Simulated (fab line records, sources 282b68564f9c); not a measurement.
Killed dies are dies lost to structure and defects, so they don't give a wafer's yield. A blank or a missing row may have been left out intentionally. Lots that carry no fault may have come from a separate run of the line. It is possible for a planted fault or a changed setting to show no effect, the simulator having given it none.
fab line records	flow rit-cmos
record lots=14	wafers=42	last-day=7
route steps=202 shown ACTIVE@15 NSD@137 CONTACT@179 M1@202
lots with no fault: from the same line, run without faults
start-h: hours from the record's first day to the start of the lot's first wafer shown	wait-h: hours since the lot's step before	" identical to the entry in the row above	L1.1+2: a row that stands for several wafers	- no value present, or no start provided	* or withheld: withheld	< > ~ a bound
route shown NAME@n: names a module that has steps shown in the file, with the first one's number in the route	usual: the fault-free wafers' mean and standard deviation	same: alike in all rows	chamber/n: place in a boat	sites: the reading at each site	_std_site: their standard deviation	_edge_site: inner sites' mean taken away from outer sites' mean	radius-mm: for every site, how far away it sits from the centre of the wafer	mask NAME#n: copy n	behind: the tool/chamber that last shaped the wafer	hold: cause of the lot's hold/its duration in hours/its outcome	device: transistor that didn't switch, given as n, p or np	end of line: the same wafers' tests at the end of the route	step lacking rows: just its recipe	killed: dies lost to structure and defects at the first sort, not the wafer's yield	map: the dies of a wafer, with x for killed, . for not killed, _ for no die there
set.NAME: setting as actually run; set.NAME@STEP: the setting as run at that earlier step	model.NAME: the simulator's own value behind a step, which no gauge read
steps of the route over a sample of lots; a table a step, a row a wafer
services: when a tool's chamber went out of use (start-h, in hours from the record's first day, below 0 if earlier), for how many hours, and the reason
## steps
# step RIT_ACTIVE_STRIP_14
# recipe chemistry=O2	time-s=180	resist=NOVOLAK	platen-temp-c=withheld	power-w=500	pressure-mtorr=4000	o2-flow-sccm=4000
# usual drypump-motor-current-A=5.5/0.4
lot.wafer	tool	chamber	start-h	wait-h	drypump-motor-current-A	rf-hours-counter-h
L691.3	plasma-asher-01	0	15.03	0.1	5.3	-
L691.4	"	1	"	"	5.2	-
L691.6	"	0	"	"	5.3	-
L692.1	plasma-asher-01	1	19.97	0.1	5.2	31
L692.3	"	1	"	"	5.2	-
L692.6	"	0	"	"	5.3	-
L693.1	plasma-asher-01	1	24.97	0.1	5.2	32
L693.2	"	0	"	"	5.3	32
L693.6	"	1	"	"	5.2	-
L694.2	plasma-asher-04	1	31.60	0.1	6.3	41
L694.3	"	1	"	"	6.3	-
L694.5	"	1	"	"	6.3	-
L695.1	plasma-asher-01	1	34.96	0.1	5.2	34
L695.4	"	1	"	"	5.2	-
L695.6	"	1	"	"	5.2	-
L697.2	plasma-asher-01	0	44.84	0.1	5.3	35
L697.5	"	0	"	"	5.3	-
L697.6	"	1	"	"	5.2	-
L698.1	plasma-asher-02	1	50.83	0.1	5.2	42
L698.3	"	1	"	"	5.2	-
L698.4	"	0	"	"	5.2	-
L699.1	plasma-asher-04	0	55.99	0.1	5.6	44
L699.2	"	1	"	"	6.3	44
L699.4	"	1	"	"	6.3	-
L700.2	plasma-asher-01	1	61.80	0.1	5.2	37
L700.4	"	1	"	"	5.2	-
L700.6	"	1	"	"	5.2	-
L701.3	plasma-asher-02	1	64.90	0.1	5.1	-
L701.4	"	0	"	"	5.2	-
L701.6	"	0	"	"	5.2	-
L704.2	plasma-asher-04	0	79.97	0.1	5.6	45
L704.3	"	0	"	"	5.6	-
L704.5	"	0	"	"	5.6	-
L705.1	plasma-asher-04	1	85.19	0.1	6.3	45
L705.2	"	0	"	"	5.6	45
L705.5	"	1	"	"	6.3	-
L711.1	plasma-asher-02	0	116.36	0.1	5.2	50
L711.2	"	1	"	"	5.2	50
L711.4	"	1	"	"	5.2	-
L712.2	plasma-asher-01	0	121.24	0.1	5.3	0
L712.4	"	0	"	"	5.3	-
L712.6	"	0	"	"	5.3	-
# step RIT_NSD_OVL_MEAS_06
# usual NSD_OVL=-0.7/1.2
lot.wafer	tool	chamber	start-h	wait-h	NSD_OVL[nm]
L691.3	overlay-01	-	46.17	-	-0.4
L691.4	"	-	"	"	-0.2
L691.6	"	-	"	"	-0.9
L692.1	overlay-02	-	51.59	-	0.8
L692.3	"	-	"	"	-0.8
L692.6	"	-	"	"	-2.0
L693.1	overlay-02	-	58.31	-	-2.4
L693.2	"	-	"	"	-2.7
L693.6	"	-	"	"	-2.2
L694.2	overlay-01	-	63.47	-	-1.9
L694.3	"	-	"	"	-2.1
L694.5	"	-	"	"	0.6
L695.1	overlay-01	-	70.47	-	-3.0
L695.4	"	-	"	"	-0.5
L695.6	"	-	"	"	-0.8
L697.2	overlay-01	-	75.94	-	1.4
L697.5	"	-	"	"	0.1
L697.6	"	-	"	"	0.9
L698.1	overlay-02	-	83.12	-	-2.2
L698.3	"	-	"	"	-1.8
L698.4	"	-	"	"	-0.6
L699.1	overlay-01	-	87.66	-	1.0
L699.2	"	-	"	"	-2.1
L699.4	"	-	"	"	0.7
L700.2	overlay-01	-	93.87	-	0.3
L700.4	"	-	"	"	-1.8
L700.6	"	-	"	"	-2.8
L701.3	overlay-02	-	97.21	-	-1.3
L701.4	"	-	"	"	-0.4
L701.6	"	-	"	"	-0.2
L704.2	overlay-02	-	114.63	-	-1.5
L704.3	"	-	"	"	-2.5
L704.5	"	-	"	"	-1.7
L705.1	overlay-01	-	117.96	-	-0.2
L705.2	"	-	"	"	0.6
L705.5	"	-	"	"	0.9
L711.1	overlay-02	-	151.75	-	-1.2
L711.2	"	-	"	"	-1.3
L711.4	"	-	"	"	-0.2
L712.2	overlay-01	-	160.95	-	0.4
L712.4	"	-	"	"	0.7
L712.6	"	-	"	"	0.4
# step RIT_CONTACT_ETCH_11
# recipe target-depth-a=4800	over-etch-frac=0.2	stop-on=TiSi2	chemistry=CHF3/CF4/Ar	target=SiO2	CHF3_flow_sccm=50	cf4-flow-sccm=10	Ar_flow_sccm=100	O2_flow_sccm=5	pressure-mtorr=100	rf-w=206.7	time-s=320
# usual O2_flow_sccm=5.000/0.016	drypump-motor-current-A=5.6/0.38	oes-product-au=1.000/0.015	over-etch-frac=0.2/0	rf-fwd-power-W=206.2/0.63	throttle-valve-pct=8.85/0.13
lot.wafer	tool	chamber	start-h	wait-h	O2_flow_sccm	drypump-motor-current-A	oes-product-au	over-etch-frac	rf-fwd-power-W	rf-hours-counter-h	throttle-valve-pct
L691.3	rie-diel-02	1	51.22	0.1	4.993	5.4	0.994	0.2	205.2	151	8.91
L691.4	"	2	"	"	5.010	6.1	1.025	0.2	206.1	58	8.91
L691.6	"	1	"	"	5.014	5.4	1.007	0.2	206.4	-	8.90
L692.1	rie-diel-03	0	56.55	0.1	4.987	5.8	0.975	0.2	206.0	31	8.66
L692.3	"	2	"	"	5.000	5.9	0.995	0.2	206.6	59	8.97
L692.6	"	2	"	"	4.999	5.9	0.991	0.2	206.2	-	8.95
L693.1	rie-diel-03	2	63.43	0.1	4.981	5.9	0.993	0.2	207.1	59	8.97
L693.2	"	1	"	"	5.005	5.5	1.008	0.2	205.4	142	9.10
L693.6	"	2	"	"	4.985	5.9	0.995	0.2	205.8	-	8.95
L694.2	rie-diel-02	1	68.64	0.1	4.990	5.4	1.007	0.2	205.4	151	8.90
L694.3	"	2	"	"	5.020	6.1	1.015	0.2	206.7	59	8.90
L694.5	"	3	"	"	4.957	5.2	1.022	0.2	206.6	-	8.94
L695.1	rie-diel-03	2	75.56	0.1	5.020	5.9	0.994	0.2	206.1	60	8.96
L695.4	"	0	"	"	5.025	5.8	0.979	0.2	205.8	31	8.66
L695.6	"	0	"	"	5.038	5.8	0.977	0.2	206.0	-	8.65
L697.2	rie-diel-01	1	80.86	0.1	4.987	5.9	1.011	0.2	206.2	98	8.81
L697.5	"	1	"	"	4.998	6.0	0.995	0.2	206.6	-	8.81
L697.6	"	0	"	"	4.999	5.8	0.960	0.2	206.0	-	8.62
L698.1	rie-diel-01	3	88.39	0.1	5.005	4.9	1.006	0.2	207.1	107	8.91
L698.3	"	2	"	"	5.010	5.8	0.978	0.2	206.6	29	8.93
L698.4	"	1	"	"	4.986	5.9	1.000	0.2	207.7	98	8.81
L699.1	rie-diel-03	0	92.61	0.1	5.003	5.8	0.976	0.2	206.0	31	8.65
L699.2	"	2	"	"	4.986	5.9	0.989	0.2	207.0	60	8.95
L699.4	"	1	"	"	5.019	5.5	1.015	0.2	205.6	142	9.10
L700.2	rie-diel-02	0	98.79	0.1	5.020	4.9	1.012	0.2	206.2	15	8.78
L700.4	"	2	"	"	5.004	6.1	1.015	0.2	205.6	59	8.90
L700.6	"	1	"	"	4.987	5.4	1.005	0.2	205.6	-	8.90
L701.3	rie-diel-01	0	102.30	0.1	4.993	5.8	0.966	0.2	206.4	107	8.64
L701.4	"	1	"	"	5.012	6.0	1.003	0.2	205.0	98	8.80
L701.6	"	1	"	"	5.002	5.9	1.000	0.2	205.9	-	8.81
L704.2	rie-diel-02	1	119.71	0.1	5.006	5.3	1.005	0.2	206.5	152	8.90
L704.3	"	2	"	"	5.010	6.2	1.011	0.2	206.6	60	8.92
L704.5	"	1	"	"	5.008	5.4	1.009	0.2	205.5	-	8.90
L705.1	rie-diel-03	2	122.83	0.1	5.006	5.9	1.003	0.2	206.4	61	8.96
L705.2	"	0	"	"	4.988	5.8	0.977	0.2	206.2	32	8.67
L705.5	"	3	"	"	5.006	5.9	1.015	0.2	207.0	-	8.76
L711.1	rie-diel-03	0	157.03	0.1	4.989	5.8	0.974	0.2	206.3	32	8.64
L711.2	"	2	"	"	4.991	5.9	0.994	0.33544	206.7	61	8.97
L711.4	"	3	"	"	5.017	5.9	1.005	0.2	205.9	3	8.73
L712.2	rie-diel-03	2	166.02	0.1	5.016	5.9	0.991	0.33544	206.2	62	8.94
L712.4	"	3	"	"	4.987	5.9	1.010	0.2	205.9	3	8.75
L712.6	"	2	"	"	5.004	5.9	0.984	0.33544	206.9	-	8.97
# step RIT_M1_PROBE_99
# usual killed-at-contacts=0.1/0.31	killed-at-front-end=6.3/3	killed-dies=6.4/3	killed-open=3/1.9	killed-short=3.4/1.9
# same gross-dies=264	killed_at_M0_to_M3=0	killed_at_M4_up=0	killed-at-back-side=0	killed-at-other=0
lot.wafer	tool	chamber	start-h	wait-h	killed-at-contacts	killed-at-front-end	killed-dies	killed-open	killed-short
L691.3	prober-01	-	56.61	0.2	0	6	6	4	2
L691.4	prober-01	-	56.66	0.2	0	9	9	4	5
L691.6	prober-01	-	56.76	0.2	1	4	5	4	1
L692.1	prober-02	-	61.52	0.1	1	8	9	3	6
L692.3	prober-02	-	61.62	0.2	0	15	15	7	8
L692.6	prober-02	-	61.77	0.2	0	5	5	1	4
L693.1	prober-01	-	68.44	0.1	0	8	8	3	5
L693.2	prober-01	-	68.49	0.1	0	6	6	3	3
L693.6	prober-01	-	68.69	0.2	0	7	7	1	6
L694.2	prober-02	-	73.60	0.1	0	3	3	2	1
L694.3	prober-02	-	73.65	0.2	0	8	8	4	4
L694.5	prober-02	-	73.75	0.2	0	6	6	1	5
L695.1	prober-01	-	80.64	0.1	0	4	4	0	4
L695.4	prober-01	-	80.79	0.2	0	7	7	3	4
L695.6	prober-01	-	80.89	0.2	1	4	5	2	3
L697.2	prober-01	-	85.98	0.1	0	7	7	5	2
L697.5	prober-01	-	86.13	0.2	0	5	5	2	3
L697.6	prober-01	-	86.18	0.2	0	12	12	6	6
L698.1	prober-02	-	93.50	0.1	0	5	5	4	1
L698.3	prober-02	-	93.60	0.2	0	2	2	1	1
L698.4	prober-02	-	93.65	0.2	0	10	10	3	7
L699.1	prober-01	-	97.59	0.1	0	7	7	1	5
L699.2	prober-01	-	97.64	0.1	0	10	10	7	3
L699.4	prober-01	-	97.74	0.2	0	7	7	2	5
L700.2	prober-02	-	104.21	0.1	0	3	3	1	2
L700.4	prober-02	-	104.31	0.2	0	3	3	3	0
L700.6	prober-02	-	104.41	0.2	0	4	4	1	3
L701.3	prober-01	-	107.32	0.2	0	8	8	4	4
L701.4	prober-01	-	107.37	0.2	0	11	11	5	6
L701.6	prober-01	-	107.47	0.2	0	10	10	4	6
L704.2	prober-02	-	124.92	0.1	0	5	5	2	3
L704.3	prober-02	-	124.97	0.2	0	3	3	2	1
L704.5	prober-02	-	125.07	0.2	0	9	9	3	6
L705.1	prober-01	-	127.88	0.1	0	2	2	1	1
L705.2	prober-01	-	127.93	0.1	1	3	4	3	1
L705.5	prober-01	-	128.08	0.2	0	10	10	6	4
L711.1	prober-01	-	161.92	0.1	0	7	7	6	1
L711.2	prober-01	-	161.97	0.1	0	3	3	1	2
L711.4	prober-01	-	162.07	0.2	0	15	15	7	8
L712.2	prober-02	-	171.04	0.1	0	4	4	2	2
L712.4	prober-02	-	171.14	0.2	0	5	5	3	2
L712.6	prober-02	-	171.24	0.2	0	4	4	2	2
# killed by level:class
L691.3 GATE:geometric-particle:open=2 FOX1:geometric-particle:short=1 FOX1:geometric-particle:open=1 GATE:geometric-particle:short=1 SILICIDE:geometric-particle:open=1
L691.4 GATE:geometric-particle:short=4 GATE:geometric-particle:open=2 FOX1:geometric-particle:short=1 FOX1:geometric-particle:open=1 REOX:geometric-particle:open=1
L691.6 GATE:geometric-particle:open=2 FOX2:geometric-particle:open=1 GATE:geometric-particle:short=1 CONTACT:geometric-particle:open=1
L692.1 FOX1:geometric-particle:short=2 REOX:geometric-particle:open=2 REOX:geometric-particle:short=2 GATE:geometric-particle:open=1 SPACER:geometric-particle:short=1 CONTACT:geometric-particle:short=1
L692.3 REOX:geometric-particle:open=3 REOX:geometric-particle:short=3 FOX1:geometric-particle:short=2 GATE:geometric-particle:short=2 GATE:geometric-particle:open=2 FOX1:geometric-particle:open=1 SPACER:geometric-particle:open=1 SILICIDE:geometric-particle:short=1
L692.6 SPACER:geometric-particle:short=2 FOX1:geometric-particle:open=1 GATE:geometric-particle:short=1 REOX:geometric-particle:short=1
L693.1 SPACER:geometric-particle:short=3 SPACER:geometric-particle:open=2 FOX1:geometric-particle:open=1 GATE:geometric-particle:short=1 REOX:geometric-particle:short=1
L693.2 GATE:geometric-particle:open=2 SPACER:geometric-particle:short=2 FOX2:geometric-particle:short=1 SILICIDE:geometric-particle:open=1
L693.6 SPACER:geometric-particle:short=3 GATE:geometric-particle:short=2 GATE:geometric-particle:open=1 REOX:geometric-particle:short=1
L694.2 FOX1:geometric-particle:open=2 SPACER:geometric-particle:short=1
L694.3 FOX1:geometric-particle:short=2 GATE:geometric-particle:open=2 ACTIVE:geometric-particle:open=1 FOX2:geometric-particle:open=1 FOX2:geometric-particle:short=1 SPACER:geometric-particle:short=1
L694.5 FOX1:geometric-particle:short=2 FOX2:geometric-particle:short=1 GATE:geometric-particle:short=1 SPACER:geometric-particle:open=1 SILICIDE:geometric-particle:short=1
L695.1 ACTIVE:geometric-particle:short=1 FOX1:geometric-particle:short=1 REOX:geometric-particle:short=1 SPACER:geometric-particle:short=1
L695.4 FOX2:geometric-particle:short=1 FOX2:geometric-particle:open=1 GATE:geometric-particle:open=1 GATE:geometric-particle:short=1 REOX:geometric-particle:short=1 REOX:geometric-particle:open=1 SILICIDE:geometric-particle:short=1
L695.6 GATE:geometric-particle:open=1 GATE:geometric-particle:short=1 SPACER:geometric-particle:open=1 SILICIDE:geometric-particle:short=1 CONTACT:geometric-particle:short=1
L697.2 SPACER:geometric-particle:open=3 SILICIDE:geometric-particle:open=2 GATE:geometric-particle:short=1 SILICIDE:geometric-particle:short=1
L697.5 SPACER:geometric-particle:short=2 FOX1:geometric-particle:open=1 SILICIDE:geometric-particle:short=1 SILICIDE:geometric-particle:open=1
L697.6 SPACER:geometric-particle:open=3 SPACER:geometric-particle:short=2 FOX1:geometric-particle:short=1 FOX2:geometric-particle:short=1 GATE:geometric-particle:short=1 GATE:geometric-particle:open=1 REOX:geometric-particle:open=1 SILICIDE:geometric-particle:open=1
L698.1 REOX:geometric-particle:open=2 FOX1:geometric-particle:short=1 FOX1:geometric-particle:open=1 GATE:geometric-particle:open=1
L698.3 REOX:geometric-particle:short=1 SILICIDE:geometric-particle:open=1
L698.4 SPACER:geometric-particle:short=3 FOX1:geometric-particle:short=2 FOX1:geometric-particle:open=1 GATE:geometric-particle:short=1 GATE:geometric-particle:open=1 REOX:geometric-particle:open=1 REOX:geometric-particle:short=1
L699.1 GATE:geometric-particle:short=2 REOX:geometric-particle:short=2 GATE:geometric-particle:open=1 SILICIDE:geometric-particle:short=1 NLDD:coat-microbubble-printed=1
L699.2 REOX:geometric-particle:open=4 FOX1:geometric-particle:open=1 GATE:geometric-particle:open=1 REOX:geometric-particle:short=1 SPACER:geometric-particle:short=1 SPACER:geometric-particle:open=1 SILICIDE:geometric-particle:short=1
L699.4 FOX1:geometric-particle:short=1 FOX2:geometric-particle:short=1 GATE:geometric-particle:open=1 GATE:geometric-particle:short=1 SPACER:geometric-particle:short=1 SILICIDE:geometric-particle:open=1 SILICIDE:geometric-particle:short=1
L700.2 REOX:geometric-particle:short=1 REOX:geometric-particle:open=1 SPACER:geometric-particle:short=1
L700.4 SPACER:geometric-particle:open=2 FOX1:geometric-particle:open=1
L700.6 SPACER:geometric-particle:short=2 GATE:geometric-particle:open=1 GATE:geometric-particle:short=1
L701.3 FOX2:geometric-particle:short=2 FOX1:geometric-particle:short=1 FOX2:geometric-particle:open=1 GATE:geometric-particle:short=1 GATE:geometric-particle:open=1 REOX:geometric-particle:open=1 SPACER:geometric-particle:open=1
L701.4 GATE:geometric-particle:open=2 REOX:geometric-particle:short=2 SILICIDE:geometric-particle:short=2 FOX1:geometric-particle:open=1 FOX2:geometric-particle:short=1 REOX:geometric-particle:open=1 SPACER:geometric-particle:short=1 SPACER:geometric-particle:open=1
L701.6 GATE:geometric-particle:open=3 FOX2:geometric-particle:short=2 GATE:geometric-particle:short=2 REOX:geometric-particle:open=1 SPACER:geometric-particle:short=1 SILICIDE:geometric-particle:short=1
L704.2 FOX1:geometric-particle:short=1 FOX2:geometric-particle:short=1 GATE:geometric-particle:open=1 GATE:geometric-particle:short=1 REOX:geometric-particle:open=1
L704.3 GATE:geometric-particle:open=1 REOX:geometric-particle:open=1 SILICIDE:geometric-particle:short=1
L704.5 FOX2:geometric-particle:short=2 FOX1:geometric-particle:short=1 FOX1:geometric-particle:open=1 GATE:geometric-particle:short=1 GATE:geometric-particle:open=1 REOX:geometric-particle:open=1 REOX:geometric-particle:short=1 SILICIDE:geometric-particle:short=1
L705.1 FOX1:geometric-particle:open=1 SPACER:geometric-particle:short=1
L705.2 GATE:geometric-particle:open=1 SILICIDE:geometric-particle:short=1 SILICIDE:geometric-particle:open=1 CONTACT:geometric-particle:open=1
L705.5 FOX1:geometric-particle:short=2 SPACER:geometric-particle:open=2 SILICIDE:geometric-particle:open=2 FOX2:geometric-particle:open=1 REOX:geometric-particle:open=1 REOX:geometric-particle:short=1 SILICIDE:geometric-particle:short=1
L711.1 GATE:geometric-particle:open=4 REOX:geometric-particle:open=1 SPACER:geometric-particle:open=1 SPACER:geometric-particle:short=1
L711.2 FOX1:geometric-particle:short=1 REOX:geometric-particle:short=1 SPACER:geometric-particle:open=1
L711.4 GATE:geometric-particle:short=5 GATE:geometric-particle:open=4 FOX1:geometric-particle:short=1 FOX1:geometric-particle:open=1 FOX2:geometric-particle:short=1 FOX2:geometric-particle:open=1 SPACER:geometric-particle:open=1 SILICIDE:geometric-particle:short=1
L712.2 GATE:geometric-particle:short=2 GATE:geometric-particle:open=1 REOX:geometric-particle:open=1
L712.4 REOX:geometric-particle:short=2 GATE:geometric-particle:open=1 REOX:geometric-particle:open=1 SPACER:geometric-particle:open=1
L712.6 FOX1:geometric-particle:open=1 GATE:geometric-particle:short=1 REOX:geometric-particle:short=1 SPACER:geometric-particle:open=1
## services
tool	chamber	start-h	hours	kind
rie-diel-03	3	18.31	19.4	repair
plasma-asher-02	-	23.58	2.8	pm
rie-diel-03	0	25.37	1.5	repair
rie-diel-02	-	41.06	2.5	repair
plasma-asher-04	-	57.82	14.6	pm
plasma-asher-04	-	74.78	2.2	repair
plasma-asher-02	-	77.73	3.1	repair
rie-diel-01	2	82.59	5.1	repair
plasma-asher-01	-	98.54	2.8	pm
plasma-asher-01	-	108.75	9.0	pm
plasma-asher-01	0	108.75	9.5	vent-cycle
plasma-asher-01	1	108.75	9.5	vent-cycle
plasma-asher-01	-	109.09	9.1	repair
plasma-asher-04	-	114.19	2.8	repair
plasma-asher-01	0	117.75	-	clean
plasma-asher-01	1	117.75	-	clean
rie-diel-03	1	118.47	9.9	repair
rie-diel-03	0	125.87	4.4	repair
plasma-asher-04	-	129.31	4.3	pm
rie-diel-02	1	136.41	-	clean
rie-diel-02	1	136.41	14.1	scheduled-down
rie-diel-02	1	136.41	14.1	vent-cycle
## key
first-sign step=RIT_CONTACT_ETCH_11	reading=over-etch-frac	direction=up	sigmas=99+	usual=0.2	struck=0.33544
effect none on later readings
met-at RIT_CONTACT_ETCH_11
struck-lots L711,L712
struck-wafers L711.2,L712.2,L712.6
tester-left-out L711,L712
not-acting-at RIT_ACTIVE_STRIP_14,RIT_NSD_OVL_MEAS_06
onset-between 122.83 157.03
fault kind=process-parameter-drift	tool=rie-diel-03	chamber=2	onset-h=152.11	steps=RIT_CONTACT_ETCH_11	channel=over-etch-frac	offset=0.13544	shape=step	end-h=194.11	stated=0.2
# tester-left-out: of these lots the tester's yield and bins aren't shown, on N5 and GAA mostly nor the transistor test; their killed dies are dies lost to structure and defects alone, not to doping, threshold or leakage, so they don't give the yield
